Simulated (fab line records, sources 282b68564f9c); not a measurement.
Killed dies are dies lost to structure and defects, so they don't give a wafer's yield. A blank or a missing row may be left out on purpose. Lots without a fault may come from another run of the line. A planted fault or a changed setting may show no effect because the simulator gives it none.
A struck lot beside a sound one | flow rit_cmos | 21 steps out of a route of 202
Sound: wafers L714.1, L714.3, L714.4. Struck: wafers L726.4, L726.5, L726.6. The cause comes at the end.
At each step with rows: each side's tool, then ch and its chambers, then its first start. Under that, the readings that differ: sound wafers | struck wafers | difference of the means | sigmas: that difference in standard deviations of wafers without a fault.
alike: readings whose means differ by less than 2 such deviations, and words and numbers that are the same on both sides. not compared: withheld readings, readings that some wafer has no value for, bounds like >300 that may hide the same value, and numbers for which the record gives no deviation and whose values overlap.
The two part at a step that has a row with sigmas, a row that says differs or no value, or rows on one side only. Numbers that don't overlap but have no deviation are shown without sigmas and don't part them. A reading that every wafer of one side lacks parts them only if that side has two wafers or more.

first, 3 steps without rows for these wafers: RIT_GATE_CLEAN_02 (cleans in dHF, time 30 s); RIT_GATE_CLEAN_03 (cleans in SC2, time 600 s); RIT_GATE_CLEAN_04 (cleans in dHF, time 60 s).
RIT_FOX2_THK_MEAS_91:
  sound on film_metro-04, day 2 22:02; struck on film_metro-01, day 5 08:16
  alike: FIELD_OXIDE_LEFT_2_THK
then, 2 steps without rows for these wafers: RIT_GATE_OXIDATION_05 (target thk 3 nm, ox time 270 s); RIT_GATE_ANNEAL_06 (time 600 s).
RIT_GATE_THK_MEAS_07:
  sound on film_metro-02, day 3 00:42; struck on film_metro-01, day 5 12:44
  alike: GATE_OXIDE_THK
then, 1 step without rows for these wafers: RIT_GATE_CVD_08 (deposits poly-Si from SiH4, target thk 250 nm, time 2220 s).
RIT_GATE_THK_MEAS_09:
  sound on film_metro-02, day 3 02:23; struck on film_metro-02, day 5 14:25
  alike: GATE_POLY_THK
then, 3 steps without rows for these wafers: RIT_GATE_HMDS_10 (prime time 60 s); RIT_GATE_COAT_11 (resist thk 850 nm); RIT_GATE_SOFTBAKE_12 (time 60 s).
RIT_GATE_EXPOSE_13: exposes mask M6, target cd 150 nm.
  sound on iline_stepper-02 ch 0, day 3 03:00; struck on iline_stepper-02 ch 0, day 5 14:56
  reading              | sound          | struck                  | difference | sigmas
  mask                 | M6#0 M6#0 M6#0 | M6_R1#0 M6_R1#0 M6_R1#0 | differs    |
  focus_offset_nm (nm) | -0.8 -1.5 -0.8 | 0.9 0.5 0.5             | +1.7       | +3
then, 2 steps without rows for these wafers: RIT_GATE_PEB_14; RIT_GATE_DEVELOP_15 (develop time 50 s).
RIT_GATE_CD_MEAS_16: target cd 150 nm.
  sound on cd_sem-02, day 3 03:32; struck on cd_sem-02, day 5 15:21
  reading    | sound             | struck            | difference | sigmas
  cd_nm (nm) | 148.3 147.2 146.6 | 163.2 163.2 163.9 | +16.1      | +6
RIT_GATE_OVL_MEAS_17:
  sound on overlay-01, day 3 03:40; struck on overlay-01, day 5 15:25
  alike: GATE_OVL
then, 1 step without rows for these wafers: RIT_GATE_HARDBAKE_18 (time 60 s).
RIT_GATE_ETCH_19: etches poly-Si in SF6/CHF3/O2, stops on SiO2, time 168.1 s, target depth 312.5 nm.
  sound on rie_si-02 ch 0,1,3, day 3 03:53; struck on rie_si-02 ch 1,2,3, day 5 15:35
  reading               | sound           | struck          | difference | sigmas
  model.GATE.cd_nm (nm) | 148 147.1 146.2 | 163 163.3 163.7 | +16        |
  alike: CHF3_flow_sccm, SF6_flow_sccm, chamber_pressure_mTorr, drypump_motor_current_A, oes_product_au, throttle_valve_pct
  not compared: rf_hours_counter_h
RIT_GATE_STRIP_20: strips in O2, time 180 s.
  sound on plasma_asher-04 ch 0,1, day 3 04:00; struck on plasma_asher-04 ch 0,1, day 5 15:46
  alike: chamber_pressure_mTorr, drypump_motor_current_A, rf_refl_power_W
  not compared: rf_hours_counter_h
RIT_M1_PROBE_99:
  sound on prober-02, day 4 03:32; struck on prober-02, day 6 12:26
  reading                             | sound             | struck            | difference | sigmas
  model.etest.pmos_0p15.r_on_ohm_um   | 2701 2613 2657    | 2878 2863 2882    | +217       |
  model.etest.pmos_turned.r_on_ohm_um | 3289 3223 3324    | 3462 3420 3479    | +175       |
  model.etest.nmos_0p15.r_on_ohm_um   | 1145 1078 1134    | 1174 1190 1193    | +67        |
  model.etest.nmos_0p3.r_on_ohm_um    | 2172 2114 2166    | 2180 2175 2206    | +36        |
  model.etest.nmos_0p15.drive_ua_um   | 473.2 485.4 481.5 | 435.6 440 426.2   | -46.1      |
  model.etest.pmos_0p15.drive_ua_um   | 266.2 269.9 266.5 | 245.5 248.6 242.5 | -22.0      |
  model.etest.nmos_turned.drive_ua_um | 329.5 337.6 327.4 | 319.5 323.3 316.9 | -11.6      |
  alike: killed_at_front_end, killed_dies, killed_open, killed_short
  not compared: model.etest.pmos_0p3.r_on_ohm_um

WHERE THEY PART
First at RIT_GATE_EXPOSE_13; last, within this record, at RIT_GATE_CD_MEAS_16. Later steps at which nothing parts them and some readings are alike: RIT_GATE_OVL_MEAS_17, RIT_GATE_ETCH_19, RIT_GATE_STRIP_20, RIT_M1_PROBE_99.

WHY: what the simulator had put in
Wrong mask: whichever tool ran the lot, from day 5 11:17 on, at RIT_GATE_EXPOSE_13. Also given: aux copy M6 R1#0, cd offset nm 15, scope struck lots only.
